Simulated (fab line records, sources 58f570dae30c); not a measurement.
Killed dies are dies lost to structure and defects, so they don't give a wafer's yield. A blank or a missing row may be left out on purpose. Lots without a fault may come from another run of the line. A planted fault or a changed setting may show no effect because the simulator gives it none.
Which tool did it? | flow berkeley_cmos170 | 14 lots, 42 wafers sampled, at 3 steps of a route of 331

WHAT THE GAUGES READ, wafer by wafer
UCB170_CONTACT_CD_MEAS_15: target cd 700 nm.
lot  | measured     | on        | cd_nm (nm)
L872 | day 8 06:18  | cd_sem-02 | 698.8 699.6 698.9
L871 | day 8 06:35  | cd_sem-02 | 699.8 700.3 699.5
L875 | day 8 16:21  | cd_sem-01 | 697.2 698.1 697.1
L876 | day 8 16:42  | cd_sem-01 | 698.3 699.7 699.9
L873 | day 8 17:47  | cd_sem-01 | 696.1 699.9 698.6
L878 | day 9 18:52  | cd_sem-01 | 702.1 701.2 700.8
L877 | day 9 20:04  | cd_sem-01 | 698.3 698.2 698.2
L881 | day 9 20:17  | cd_sem-01 | 700.4 701.7 701.2
L882 | day 9 20:24  | cd_sem-01 | 699.1 698.8 697.6
L883 | day 9 23:54  | cd_sem-02 | 699.0 700.0 699.2
L886 | day 11 08:49 | cd_sem-01 | 700.2 698.6 700.0
L887 | day 11 09:23 | cd_sem-01 | 700.1 699.7 699.8
L890 | day 11 18:30 | cd_sem-02 | 698.1 699.0 698.5
L894 | day 12 21:06 | cd_sem-01 | 699.0 701.4 699.6

UCB170_CONTACT_CD_MEAS_90: target cd 700 nm.
lot  | measured     | on        | cd_nm (nm)
L872 | day 8 06:44  | cd_sem-02 | 697.7 698.8 697.9
L871 | day 8 07:04  | cd_sem-02 | 697.3 699.1 699.1
L875 | day 8 16:48  | cd_sem-01 | 696.4 696.8 696.1
L876 | day 8 17:07  | cd_sem-01 | 697.5 698.6 700.8
L873 | day 8 18:13  | cd_sem-01 | 695.1 699.2 696.8
L878 | day 9 19:17  | cd_sem-02 | 703.5 702.3 701.2
L877 | day 9 20:32  | cd_sem-01 | 699.4 697.1 698.6
L881 | day 9 20:42  | cd_sem-01 | 697.0 699.7 699.8
L882 | day 9 20:49  | cd_sem-02 | 699.1 698.7 697.2
L883 | day 10 00:20 | cd_sem-02 | 699.2 701.1 698.0
L886 | day 11 09:14 | cd_sem-02 | 697.7 696.2 699.1
L887 | day 11 09:49 | cd_sem-01 | 700.4 697.1 699.9
L890 | day 11 18:56 | cd_sem-01 | 697.9 698.9 697.3
L894 | day 12 21:31 | cd_sem-01 | 699.5 700.8 699.6

WHICH TOOL RAN EACH LOT (tool, then ch and the chambers of the sampled wafers, then the start)
lot  | UCB170_CONTACT_ETCH_18
L872 | rie_diel-01 ch 0,2, day 8 06:44 or earlier
L871 | rie_diel-03 ch 0,1,3, day 8 07:04 or earlier
L875 | rie_diel-01 ch 0,2, day 8 16:48 or earlier
L876 | rie_diel-02 ch 0,3, day 8 17:07 or earlier
L873 | rie_diel-01 ch 0,1,2, day 8 18:13 or earlier
L878 | rie_diel-02 ch 1,2,3, day 9 19:17 or earlier
L877 | rie_diel-02 ch 0,1,3, day 9 20:32 or earlier
L881 | rie_diel-03 ch 0,1,3, day 9 20:42 or earlier
L882 | rie_diel-01 ch 0,2,3, day 9 20:49 or earlier
L883 | rie_diel-02 ch 0,1,2, day 10 00:20 or earlier
L886 | rie_diel-01 ch 1,3, day 11 09:14 or earlier
L887 | rie_diel-03 ch 2,3, day 11 09:49 or earlier
L890 | rie_diel-01 ch 0,2,3, day 11 18:56 or earlier
L894 | rie_diel-01 ch 2,3, day 12 21:31 or earlier
- UCB170_CONTACT_ETCH_18: etches PSG in CHF3/CF4/Ar, stops on TiSi2, target depth 840 nm, time 195 s.

WHAT THE TOOLS THEMSELVES READ (means of the sampled wafers that have a number; where no wafer has one, the mark that the record gives instead)
UCB170_CONTACT_ETCH_18.
lot  | tool        | drypump_motor_current_A (A) | oes_product_au (a.u.) | throttle_valve_pct (%)
L872 | rie_diel-01 | 5.7                         | 0.879                 | 7.06
L871 | rie_diel-03 | 5.8                         | 0.882                 | 6.92
L875 | rie_diel-01 | 5.7                         | 0.871                 | 7.05
L876 | rie_diel-02 | 6.1                         | 0.881                 | 6.76
L873 | rie_diel-01 | 5.5                         | 0.870                 | 6.94
L878 | rie_diel-02 | 5.9                         | 0.875                 | 6.92
L877 | rie_diel-02 | 6.1                         | 0.877                 | 6.87
L881 | rie_diel-03 | 5.8                         | 0.882                 | 6.92
L882 | rie_diel-01 | 5.5                         | 0.873                 | 7.07
L883 | rie_diel-02 | 5.8                         | 0.875                 | 6.96
L886 | rie_diel-01 | 5.1                         | 0.873                 | 6.87
L887 | rie_diel-03 | 5.7                         | 0.876                 | 7.06
L890 | rie_diel-01 | 5.5                         | 0.870                 | 7.07
L894 | rie_diel-01 | 5.4                         | 0.881                 | 7.08

THE ANSWER, worked out from the rows above alone
Rule: what is usual is taken from the lots themselves. Put in order of their means at a reading, lots are off if they are a third of the lots or fewer, leave a main group of 4 or more, and stand apart from it by a gap of 3 or more times the standard deviation of the main group's means; of several such gaps the widest counts. A main group whose means are all the same, to the digits that the tables above print for the reading, isn't used. A lot without any number at a reading at which 4 lots or more have one is off too. The other lots that the step has rows for count as sound. The gauges are gone through in route order, then the tools' own readings, and for those a lot's mean is taken as printed above. The first step at which some lot is off is used, and at that step the reading that is off furthest; a lot without a number counts as furthest.
No lot is off at any reading shown: from this, nothing can be told.

WHAT THE SIMULATOR HAD PUT IN
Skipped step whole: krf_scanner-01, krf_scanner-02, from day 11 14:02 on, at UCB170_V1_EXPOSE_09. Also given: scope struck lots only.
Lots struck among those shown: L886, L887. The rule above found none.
